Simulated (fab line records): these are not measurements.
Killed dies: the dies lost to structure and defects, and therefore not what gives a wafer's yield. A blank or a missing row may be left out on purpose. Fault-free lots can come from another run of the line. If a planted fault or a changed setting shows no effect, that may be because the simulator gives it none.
fab line records + flow berkeley-cmos170
record
- lots=11
- wafers=33
- last-day=12
route steps=331 shown PSD@181 NSD@194 CONTACT@235 M1@250
lots with no fault: from the same line, run without faults
start-h: hours from the record's opening day to when the first of the lot's shown wafers began + wait-h: hours since the lot's step before + " identical to the entry in the row above + L1.1+2: a single row standing in for several wafers + - value missing, or start not given + * or withheld: withheld + < > ~ a bound
route shown NAME@n: names a module that has steps shown in the file, with the first one's number in the route + usual: the fault-free wafers' mean and standard deviation + same: alike in all rows + chamber/n: place in a boat + sites: the reading at each site + _std_site: how widely they spread, as a standard deviation + _edge_site: outer sites' mean less inner sites' + radius-mm: how far each site lies from the wafer's centre + mask NAME#n: copy n + behind: tool/chamber where the wafer was last shaped + hold: what put the lot on hold/how long, in hours/how the hold closed + device: which transistor (n, p or np) failed to switch + end of line: tests of these same wafers at the route's end + where a step has no rows: the recipe by itself + killed: count of dies lost to structure and defects at first sort (not the wafer's yield) + map: a wafer's dies, marking killed ones x, the rest . and places with no die _
set.NAME: the run value of the setting; set.NAME@STEP: its run value at that earlier step + model.NAME: the simulator's own value behind a step, which no gauge read
the route's steps for a sample of lots (tables are steps, rows are wafers)
services: from which hour (start-h, from the record's first day; less than 0 if before it) a tool's chamber was out of use, for how many hours, and why
## steps
# step UCB170_PSD_CD_MEAS_06
# recipe
- target-cd-nm=1200
# usual
- cd-nm=1200.2/1.7
| lot.wafer | tool      | chamber | start-h | wait-h | cd-nm  |
|-----------|-----------|---------|---------|--------|--------|
| L888.1    | cd-sem-01 | -       | 128.03  | -      | 1202.9 |
| L888.4    | "         | -       | "       | "      | 1202.9 |
| L888.5    | "         | -       | "       | "      | 1202.1 |
| L889.3    | cd-sem-01 | -       | 135.12  | -      | 1199.7 |
| L889.4    | "         | -       | "       | "      | 1198.0 |
| L889.6    | "         | -       | "       | "      | 1199.7 |
| L890.2    | cd-sem-02 | -       | 135.37  | -      | 1199.1 |
| L890.4    | "         | -       | "       | "      | 1200.3 |
| L890.6    | "         | -       | "       | "      | 1198.5 |
| L891.2    | cd-sem-01 | -       | 142.39  | -      | 1198.5 |
| L891.3    | "         | -       | "       | "      | 1199.4 |
| L891.4    | "         | -       | "       | "      | 1198.4 |
| L901.1    | cd-sem-02 | -       | 193.98  | -      | 1197.9 |
| L901.2    | "         | -       | "       | "      | 1197.0 |
| L901.3    | "         | -       | "       | "      | 1195.5 |
| L903.1    | cd-sem-01 | -       | 200.09  | -      | 1200.0 |
| L903.2    | "         | -       | "       | "      | 1200.2 |
| L903.5    | "         | -       | "       | "      | 1199.8 |
| L904.3    | cd-sem-01 | -       | 215.32  | -      | 1201.1 |
| L904.4    | "         | -       | "       | "      | 1202.4 |
| L904.6    | "         | -       | "       | "      | 1201.3 |
| L906.1    | cd-sem-01 | -       | 227.41  | -      | 1201.2 |
| L906.2    | "         | -       | "       | "      | 1200.8 |
| L906.3    | "         | -       | "       | "      | 1202.9 |
| L908.1    | cd-sem-01 | -       | 227.69  | -      | 1200.3 |
| L908.2    | "         | -       | "       | "      | 1200.9 |
| L908.5    | "         | -       | "       | "      | 1199.9 |
| L910.1    | cd-sem-01 | -       | 256.05  | -      | 1200.9 |
| L910.3    | "         | -       | "       | "      | 1200.6 |
| L910.5    | "         | -       | "       | "      | 1200.8 |
| L911.3    | cd-sem-01 | -       | 256.50  | -      | 1200.4 |
| L911.4    | "         | -       | "       | "      | 1198.2 |
| L911.6    | "         | -       | "       | "      | 1198.7 |
# step UCB170_NSD_OVL_MEAS_07
# usual
- NSD_OVL=6/5.5
| lot.wafer | tool       | chamber | start-h | wait-h | NSD_OVL[nm] |
|-----------|------------|---------|---------|--------|-------------|
| L888.1    | overlay-01 | -       | 129.80  | 0.1    | 9           |
| L888.4    | "          | -       | "       | "      | 6           |
| L888.5    | "          | -       | "       | "      | 6           |
| L889.3    | overlay-02 | -       | 137.28  | 0.1    | 5           |
| L889.4    | "          | -       | "       | "      | 5           |
| L889.6    | "          | -       | "       | "      | 6           |
| L890.2    | overlay-02 | -       | 137.44  | 0.1    | 5           |
| L890.4    | "          | -       | "       | "      | 7           |
| L890.6    | "          | -       | "       | "      | 5           |
| L891.2    | overlay-02 | -       | 144.73  | 0.1    | 7           |
| L891.3    | "          | -       | "       | "      | 5           |
| L891.4    | "          | -       | "       | "      | 12          |
| L901.1    | overlay-02 | -       | 195.80  | 0.1    | 3           |
| L901.2    | "          | -       | "       | "      | 3           |
| L901.3    | "          | -       | "       | "      | 0           |
| L903.1    | overlay-02 | -       | 204.00  | 0.1    | 11          |
| L903.2    | "          | -       | "       | "      | 1           |
| L903.5    | "          | -       | "       | "      | 3           |
| L904.3    | overlay-02 | -       | 219.64  | 0.1    | 2           |
| L904.4    | "          | -       | "       | "      | 14          |
| L904.6    | "          | -       | "       | "      | 11          |
| L906.1    | overlay-02 | -       | 231.37  | 0.1    | -1          |
| L906.2    | "          | -       | "       | "      | 8           |
| L906.3    | "          | -       | "       | "      | 5           |
| L908.1    | overlay-02 | -       | 231.98  | 0.1    | 9           |
| L908.2    | "          | -       | "       | "      | 8           |
| L908.5    | "          | -       | "       | "      | 18          |
| L910.1    | overlay-01 | -       | 258.17  | 0.1    | 3           |
| L910.3    | "          | -       | "       | "      | 5           |
| L910.5    | "          | -       | "       | "      | 3           |
| L911.3    | overlay-02 | -       | 258.46  | 0.1    | 6           |
| L911.4    | "          | -       | "       | "      | 1           |
| L911.6    | "          | -       | "       | "      | 3           |
# step UCB170_CONTACT_STRIP_19
# recipe
- chemistry=O2
- power-w=400
- pressure-mtorr=3500
- platen-temp-c=withheld
- o2-flow-sccm=400
- overash-fraction=0.5
# usual
- chamber-pressure-mTorr=3500/3
- drypump-motor-current-A=5.6/0.39
- oes-product-au=0.725/0.0046
# same
- overash-fraction=0.5
| lot.wafer | tool            | chamber | start-h | wait-h | chamber-pressure-mTorr | drypump-motor-current-A | oes-product-au | rf-hours-counter-h |
|-----------|-----------------|---------|---------|--------|------------------------|-------------------------|----------------|--------------------|
| L888.1    | plasma-asher-01 | 1       | 136.52  | -      | 3500                   | 5.6                     | 0.715          | 44                 |
| L888.4    | "               | 1       | "       | "      | 3501                   | 5.7                     | 0.726          | -                  |
| L888.5    | "               | 1       | "       | "      | 3498                   | 5.6                     | 0.722          | -                  |
| L889.3    | plasma-asher-02 | 0       | 143.92  | -      | 3501                   | 5.9                     | 0.730          | -                  |
| L889.4    | "               | 1       | "       | "      | 3504                   | 4.6                     | 0.727          | -                  |
| L889.6    | "               | 1       | "       | "      | 3496                   | 4.6                     | 0.717          | -                  |
| L890.2    | plasma-asher-04 | 0       | 145.61  | -      | 3504                   | 5.6                     | 0.730          | 35                 |
| L890.4    | "               | 0       | "       | "      | 3507                   | 5.6                     | 0.724          | -                  |
| L890.6    | "               | 1       | "       | "      | 3500                   | 5.7                     | 0.722          | -                  |
| L891.2    | plasma-asher-04 | 0       | 155.20  | -      | 3503                   | 5.6                     | 0.723          | 36                 |
| L891.3    | "               | 1       | "       | "      | 3497                   | 5.7                     | 0.729          | -                  |
| L891.4    | "               | 0       | "       | "      | 3497                   | 5.6                     | 0.729          | -                  |
| L901.1    | plasma-asher-04 | 1       | 204.99  | -      | 3502                   | 5.7                     | 0.727          | 41                 |
| L901.2    | "               | 0       | "       | "      | 3496                   | 5.6                     | 0.730          | 41                 |
| L901.3    | "               | 1       | "       | "      | 3500                   | 5.7                     | 0.729          | -                  |
| L903.1    | plasma-asher-02 | 1       | 212.56  | -      | 3507                   | 4.6                     | 0.727          | 11                 |
| L903.2    | "               | 0       | "       | "      | 3501                   | 5.9                     | 0.722          | 11                 |
| L903.5    | "               | 0       | "       | "      | 3500                   | 5.9                     | 0.721          | -                  |
| L904.3    | plasma-asher-02 | 0       | 225.91  | -      | 3502                   | 5.9                     | 0.733          | -                  |
| L904.4    | "               | 1       | "       | "      | 3509                   | 4.6                     | 0.724          | -                  |
| L904.6    | "               | 0       | "       | "      | 3501                   | 5.9                     | 0.726          | -                  |
| L906.1    | plasma-asher-04 | 0       | 237.65  | -      | 3502                   | 5.6                     | 0.733          | 44                 |
| L906.2    | "               | 1       | "       | "      | 3498                   | 5.7                     | 0.721          | 44                 |
| L906.3    | "               | 0       | "       | "      | 3503                   | 5.6                     | 0.719          | -                  |
| L908.1    | plasma-asher-04 | 1       | 239.30  | -      | 3497                   | 5.7                     | 0.726          | 44                 |
| L908.2    | "               | 0       | "       | "      | 3497                   | 5.6                     | 0.723          | 44                 |
| L908.5    | "               | 1       | "       | "      | 3500                   | 5.7                     | 0.726          | -                  |
| L910.1    | plasma-asher-04 | 1       | 264.83  | -      | 3496                   | 5.7                     | 0.729          | 47                 |
| L910.3    | "               | 0       | "       | "      | 3498                   | 5.6                     | 0.733          | -                  |
| L910.5    | "               | 0       | "       | "      | 3500                   | 5.6                     | 0.720          | -                  |
| L911.3    | plasma-asher-04 | 1       | 266.27  | -      | 3496                   | 5.7                     | 0.721          | -                  |
| L911.4    | "               | 0       | "       | "      | 3501                   | 5.6                     | 0.729          | -                  |
| L911.6    | "               | 0       | "       | "      | 3498                   | 5.5                     | 0.727          | -                  |
# step UCB170_M1_METAL_ETCH_12
# recipe
- chemistry=Cl2/BCl3
- target=Al
- stop-on=PSG
- pressure-mtorr=12
- target-depth-a=7800
- over-etch-frac=0.3
- time-s=130
- icp-w=600
- bias-w=120
- Cl2_flow_sccm=90
- bcl3-flow-sccm=45
# usual
- chamber-pressure-mTorr=12.002/0.011
- drypump-motor-current-A=5.7/0.46
- he-backside-leak-sccm=3.36/0.23
- oes-product-au=0.859/0.012
- throttle-valve-pct=24.3/0.38
| lot.wafer | tool         | chamber | start-h | wait-h | chamber-pressure-mTorr | drypump-motor-current-A | he-backside-leak-sccm | oes-product-au | rf-hours-counter-h | throttle-valve-pct |
|-----------|--------------|---------|---------|--------|------------------------|-------------------------|-----------------------|----------------|--------------------|--------------------|
| L888.1    | rie-metal-04 | 1       | 141.93  | -      | 12.009                 | 6.7                     | 3.19                  | 0.853          | 1.2                | 23.8               |
| L888.4    | "            | 1       | "       | "      | 12.025                 | 6.7                     | 3.33                  | 0.851          | -                  | 23.8               |
| L888.5    | "            | 0       | "       | "      | 12.025                 | 5.1                     | 3.34                  | 0.845          | -                  | 24.8               |
| L889.3    | rie-metal-04 | 1       | 146.26  | -      | 12.014                 | 6.7                     | 3.34                  | 0.853          | -                  | 23.8               |
| L889.4    | "            | 0       | "       | "      | 11.997                 | 5.1                     | 3.42                  | 0.847          | -                  | 24.8               |
| L889.6    | "            | 1       | "       | "      | 12.007                 | 6.7                     | 3.29                  | 0.844          | -                  | 23.8               |
| L890.2    | rie-metal-01 | 1       | 147.50  | -      | 12.008                 | 5.5                     | 3.13                  | 0.859          | 1.1                | 23.9               |
| L890.4    | "            | 0       | "       | "      | 11.998                 | 5.5                     | 3.26                  | 0.856          | -                  | 24.8               |
| L890.6    | "            | 1       | "       | "      | 11.992                 | 5.5                     | 2.87                  | 0.856          | -                  | 23.9               |
| L891.2    | rie-metal-01 | 0       | 157.44  | -      | 12.006                 | 5.4                     | 3.22                  | 0.863          | 4.3                | 24.7               |
| L891.3    | "            | 0       | "       | "      | 11.989                 | 5.4                     | 3.19                  | 0.876          | -                  | 24.7               |
| L891.4    | "            | 1       | "       | "      | 12.012                 | 5.5                     | 3.14                  | 0.873          | -                  | 23.9               |
| L901.1    | rie-metal-01 | 1       | 207.18  | -      | 11.990                 | 5.5                     | 3.07                  | 0.761          | 2.3                | 24.0               |
| L901.2    | "            | 0       | "       | "      | 12.018                 | 5.4                     | 3.09                  | 0.746          | 5.2                | 24.8               |
| L901.3    | "            | 0       | "       | "      | 12.009                 | 5.4                     | 3.46                  | 0.749          | -                  | 24.8               |
| L903.1    | rie-metal-01 | 0       | 214.58  | -      | 11.998                 | 5.4                     | 3.41                  | 0.742          | 5.5                | 24.8               |
| L903.2    | "            | 1       | "       | "      | 11.983                 | 5.5                     | 3.25                  | 0.753          | 2.6                | 24.0               |
| L903.5    | "            | 0       | "       | "      | 12.000                 | 5.4                     | 3.58                  | 0.753          | -                  | 24.8               |
| L904.3    | rie-metal-02 | 1       | 228.21  | -      | 12.004                 | 5.6                     | 3.64                  | 0.840          | -                  | 24.3               |
| L904.4    | "            | 0       | "       | "      | 12.001                 | 5.8                     | 3.71                  | 0.874          | -                  | 24.2               |
| L904.6    | "            | 1       | "       | "      | 12.001                 | 5.6                     | 3.60                  | 0.841          | -                  | 24.3               |
| L906.1    | rie-metal-02 | 1       | 239.33  | -      | 12.006                 | 5.7                     | 3.52                  | 0.845          | 4.4                | 24.3               |
| L906.2    | "            | 0       | "       | "      | 12.013                 | 5.8                     | 3.61                  | 0.865          | 5.0                | 24.2               |
| L906.3    | "            | 1       | "       | "      | 12.012                 | 5.6                     | 3.47                  | 0.842          | -                  | 24.3               |
| L908.1    | rie-metal-04 | 1       | 241.10  | -      | 11.996                 | 6.7                     | 3.34                  | 0.853          | 4.4                | 23.8               |
| L908.2    | "            | 0       | "       | "      | 11.995                 | 5.1                     | 3.37                  | 0.852          | 10.5               | 24.8               |
| L908.5    | "            | 0       | "       | "      | 11.993                 | 5.1                     | 4.93                  | 0.857          | -                  | 24.8               |
| L910.1    | rie-metal-04 | 1       | 266.63  | -      | 11.995                 | 6.7                     | 3.39                  | 0.857          | 4.9                | 23.8               |
| L910.3    | "            | 0       | "       | "      | 12.008                 | 5.1                     | 3.52                  | 0.863          | -                  | 24.8               |
| L910.5    | "            | 1       | "       | "      | 12.010                 | 6.7                     | 3.36                  | 0.852          | -                  | 23.8               |
| L911.3    | rie-metal-02 | 0       | 268.13  | -      | 11.991                 | 5.8                     | 3.53                  | 0.874          | -                  | 24.2               |
| L911.4    | "            | 1       | "       | "      | 12.013                 | 5.6                     | 3.54                  | 0.856          | -                  | 24.3               |
| L911.6    | "            | 0       | "       | "      | 12.004                 | 5.8                     | 3.57                  | 0.874          | -                  | 24.2               |
# step UCB170_M1_CD_MEAS_90
# recipe
- target-cd-nm=700
# usual
- cd-nm=698.7/2.4
| lot.wafer | tool      | chamber | start-h | wait-h | cd-nm |
|-----------|-----------|---------|---------|--------|-------|
| L888.1    | cd-sem-02 | -       | 142.17  | 0.1    | 699.9 |
| L888.4    | "         | -       | "       | "      | 700.3 |
| L888.5    | "         | -       | "       | "      | 698.5 |
| L889.3    | cd-sem-02 | -       | 146.49  | 0.1    | 698.7 |
| L889.4    | "         | -       | "       | "      | 698.3 |
| L889.6    | "         | -       | "       | "      | 701.1 |
| L890.2    | cd-sem-02 | -       | 147.75  | 0.1    | 698.7 |
| L890.4    | "         | -       | "       | "      | 697.6 |
| L890.6    | "         | -       | "       | "      | 699.2 |
| L891.2    | cd-sem-02 | -       | 157.69  | 0.1    | 695.2 |
| L891.3    | "         | -       | "       | "      | 693.1 |
| L891.4    | "         | -       | "       | "      | 697.2 |
| L901.1    | cd-sem-01 | -       | 207.42  | 0.1    | 714.8 |
| L901.2    | "         | -       | "       | "      | 712.3 |
| L901.3    | "         | -       | "       | "      | 711.6 |
| L903.1    | cd-sem-01 | -       | 214.81  | 0.1    | 714.1 |
| L903.2    | "         | -       | "       | "      | 713.5 |
| L903.5    | "         | -       | "       | "      | 712.8 |
| L904.3    | cd-sem-02 | -       | 228.44  | 0.1    | 701.0 |
| L904.4    | "         | -       | "       | "      | 702.4 |
| L904.6    | "         | -       | "       | "      | 699.6 |
| L906.1    | cd-sem-01 | -       | 239.56  | 0.1    | 699.4 |
| L906.2    | "         | -       | "       | "      | 698.6 |
| L906.3    | "         | -       | "       | "      | 697.7 |
| L908.1    | cd-sem-01 | -       | 241.33  | 0.1    | 696.9 |
| L908.2    | "         | -       | "       | "      | 697.2 |
| L908.5    | "         | -       | "       | "      | 696.2 |
| L910.1    | cd-sem-02 | -       | 266.87  | 0.1    | 697.9 |
| L910.3    | "         | -       | "       | "      | 696.1 |
| L910.5    | "         | -       | "       | "      | 697.2 |
| L911.3    | cd-sem-01 | -       | 268.36  | 0.1    | 701.9 |
| L911.4    | "         | -       | "       | "      | 700.4 |
| L911.6    | "         | -       | "       | "      | 704.9 |
## services
| tool            | chamber | start-h | hours | kind   |
|-----------------|---------|---------|-------|--------|
| plasma-asher-02 | 0       | 117.75  | -     | clean  |
| plasma-asher-02 | 1       | 117.75  | -     | clean  |
| plasma-asher-02 | -       | 233.37  | 1.1   | repair |
## key
first-sign
- step=UCB170_M1_METAL_ETCH_12
- reading=oes-product-au
- direction=down
- sigmas=9.3
- usual=0.859
- struck=0.751
effect
- step=UCB170_M1_CD_MEAS_90
- reading=cd-nm
- direction=up
- sigmas=6.1
- usual=698.7
- struck=713.2
met-at UCB170_M1_METAL_ETCH_12
struck-lots L901,L903
later-rows-left-out L901.1,L901.3,L903.1,L903.2,L903.5
sort-left-out L901.1,L901.2,L901.3,L903.1,L903.2,L903.5
loop-trim
- step=UCB170_CONTACT_EXPOSE_12
- setting=dose
- lots=L901,L903
not-acting-at UCB170_PSD_CD_MEAS_06,UCB170_NSD_OVL_MEAS_07,UCB170_CONTACT_STRIP_19
onset-between 157.44 207.18
fault
- kind=process-parameter-drift
- tool=rie-metal-01
- chamber=-
- onset-h=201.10
- steps=UCB170_M1_METAL_ETCH_12
- channel=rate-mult
- offset=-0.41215
- shape=step
- end-h=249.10
# sort-left-out: the simulated sort isn't trusted on such a fault, so these wafers' sort isn't shown, and their yield isn't known
# later-rows-left-out: the simulator's readings of these wafers behind a module that went badly wrong aren't trusted and aren't shown, but for the sort
# loop-trim: a control loop set the setting to another value than it would have without faults
